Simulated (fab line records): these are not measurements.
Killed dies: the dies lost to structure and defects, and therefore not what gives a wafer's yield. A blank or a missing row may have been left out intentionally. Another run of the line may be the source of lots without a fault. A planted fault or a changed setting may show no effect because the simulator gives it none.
The tool behind it: which one? || flow berkeley cmos170 || 14 lots with 42 wafers sampled at 2 steps, on a route of 331 steps

WHAT THE GAUGES SHOWED, per wafer
UCB170_PVT_TW_MEAS_09.
{"lot": "L777", "measured": "day 6 20:10", "on": "film metro-03", "PVT_TW": "520 521 521"}
{"lot": "L778", "measured": "day 7 09:14", "on": "film metro-03", "PVT_TW": "521 520 523"}
{"lot": "L781", "measured": "day 7 09:38", "on": "film metro-04", "PVT_TW": "508 505 504"}
{"lot": "L779", "measured": "day 7 09:52", "on": "film metro-04", "PVT_TW": "505 504 503"}
{"lot": "L780", "measured": "day 7 10:09", "on": "film metro-03", "PVT_TW": "521 521 522"}
{"lot": "L782", "measured": "day 8 01:03", "on": "film metro-03", "PVT_TW": "516 517 519"}
{"lot": "L786", "measured": "day 8 21:14", "on": "film metro-01", "PVT_TW": "516 518 513"}
{"lot": "L787", "measured": "day 8 21:45", "on": "film metro-03", "PVT_TW": "517 518 518"}
{"lot": "L789", "measured": "day 9 04:28", "on": "film metro-04", "PVT_TW": "506 506 504"}
{"lot": "L788", "measured": "day 9 04:52", "on": "film metro-03", "PVT_TW": "521 522 518"}
{"lot": "L790", "measured": "day 9 16:11", "on": "film metro-01", "PVT_TW": "516 518 517"}
{"lot": "L797", "measured": "day 10 22:10", "on": "film metro-01", "PVT_TW": "426 429 425"}
{"lot": "L799", "measured": "day 11 07:52", "on": "film metro-04", "PVT_TW": "424 422 422"}
{"lot": "L800", "measured": "day 11 08:00", "on": "film metro-03", "PVT_TW": "525 522 524"}

WHAT TOOL EACH LOT RAN ON (gives the tool, then ch and the chambers of the sampled wafers, and finally the start)
{"lot": "L777", "UCB170_PVT_IMPLANT_07": "implanter-04 ch 0, day 6 19:56"}
{"lot": "L778", "UCB170_PVT_IMPLANT_07": "implanter-01 ch 0, day 7 08:59"}
{"lot": "L781", "UCB170_PVT_IMPLANT_07": "implanter-04 ch 0, day 7 09:25"}
{"lot": "L779", "UCB170_PVT_IMPLANT_07": "implanter-03 ch 0, day 7 09:37"}
{"lot": "L780", "UCB170_PVT_IMPLANT_07": "implanter-01 ch 0, day 7 09:56"}
{"lot": "L782", "UCB170_PVT_IMPLANT_07": "implanter-04 ch 0, day 8 00:48"}
{"lot": "L786", "UCB170_PVT_IMPLANT_07": "implanter-01 ch 0, day 8 21:01"}
{"lot": "L787", "UCB170_PVT_IMPLANT_07": "implanter-04 ch 0, day 8 21:31"}
{"lot": "L789", "UCB170_PVT_IMPLANT_07": "implanter-04 ch 0, day 9 04:14"}
{"lot": "L788", "UCB170_PVT_IMPLANT_07": "implanter-03 ch 0, day 9 04:38"}
{"lot": "L790", "UCB170_PVT_IMPLANT_07": "implanter-04 ch 0, day 9 15:58"}
{"lot": "L797", "UCB170_PVT_IMPLANT_07": "implanter-04 ch 0, day 10 21:57"}
{"lot": "L799", "UCB170_PVT_IMPLANT_07": "implanter-04 ch 0, day 11 07:37"}
{"lot": "L800", "UCB170_PVT_IMPLANT_07": "implanter-03 ch 0, day 11 07:45"}
- UCB170_PVT_IMPLANT_07

WHAT THE TOOLS THEMSELVES READ (means of the sampled wafers that have a number; where no wafer has one, the mark that the record gives instead)
UCB170_PVT_IMPLANT_07.
{"lot": "L777", "tool": "implanter-04", "dose ions cm2": 2e+12, "faraday current uA": 6.35}
{"lot": "L778", "tool": "implanter-01", "dose ions cm2": 2e+12, "faraday current uA": 6.25}
{"lot": "L781", "tool": "implanter-04", "dose ions cm2": 2e+12, "faraday current uA": 6.35}
{"lot": "L779", "tool": "implanter-03", "dose ions cm2": 2e+12, "faraday current uA": 6.32}
{"lot": "L780", "tool": "implanter-01", "dose ions cm2": 2e+12, "faraday current uA": 6.22}
{"lot": "L782", "tool": "implanter-04", "dose ions cm2": 2e+12, "faraday current uA": 6.26}
{"lot": "L786", "tool": "implanter-01", "dose ions cm2": 2e+12, "faraday current uA": 6.41}
{"lot": "L787", "tool": "implanter-04", "dose ions cm2": 2e+12, "faraday current uA": 6.30}
{"lot": "L789", "tool": "implanter-04", "dose ions cm2": 2e+12, "faraday current uA": 6.30}
{"lot": "L788", "tool": "implanter-03", "dose ions cm2": 2e+12, "faraday current uA": 6.35}
{"lot": "L790", "tool": "implanter-04", "dose ions cm2": 2e+12, "faraday current uA": 6.19}
{"lot": "L797", "tool": "implanter-04", "dose ions cm2": 1e+12, "faraday current uA": 3.48}
{"lot": "L799", "tool": "implanter-04", "dose ions cm2": 1e+12, "faraday current uA": 3.41}
{"lot": "L800", "tool": "implanter-03", "dose ions cm2": 2e+12, "faraday current uA": 6.32}

THE ANSWER, worked out from the rows above alone
Rule: the lots themselves supply what counts as usual. Put in order of their means at a reading, lots are off if they are a third of the lots or fewer, leave a main group of 4 or more, and stand apart from it by a gap of 3 or more times the standard deviation of the main group's means; of several such gaps the widest counts. The tables above print the reading to a certain number of digits; a main group whose means all agree to those digits is not used. A lot without any number at a reading at which 4 lots or more have one is off too. The other lots that the step has rows for count as sound. The gauges are gone through in route order, then the tools' own readings, and for those a lot's mean is taken as printed above. At the first step where some lot is off, the reading lying furthest off is the one used; lots without a number count as furthest.
Off: L797, L799, seen at UCB170_PVT_TW_MEAS_09 (PVT_TW). Mean 516 and standard deviation 6.6 in the main group.
A tool fits if, at a process step before that reading, it ran every lot that is off, and no sound lot after the first of them. The gauges at UCB170_PVT_TW_MEAS_09 aren't tried: what is off there is off at UCB170_PVT_IMPLANT_07 too, on other tools, and a gauge's error can't cause that. One fits: implanter-04 at UCB170_PVT_IMPLANT_07. Its last sound lot is L790 (day 9 15:58), its first lot that is off L797 (day 10 21:57): a fault that began between those two fits.
The tool's own readings at UCB170_PVT_IMPLANT_07 bear it out: on the lots that are off they differ by more than 5 times the standard deviation of the sound lots' means. dose ions cm2 reads 1e+12 there against 2e+12 on the sound lots; faraday current uA reads 3.45 there against 6.30 on the sound lots.

WHAT HAD BEEN PUT IN BY THE SIMULATOR
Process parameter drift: implanter-04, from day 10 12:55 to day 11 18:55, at UCB170_PVT_IMPLANT_07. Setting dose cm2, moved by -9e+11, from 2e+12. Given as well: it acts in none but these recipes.
Shown lots that were struck: L797, L799. The rule above reached the same finding.
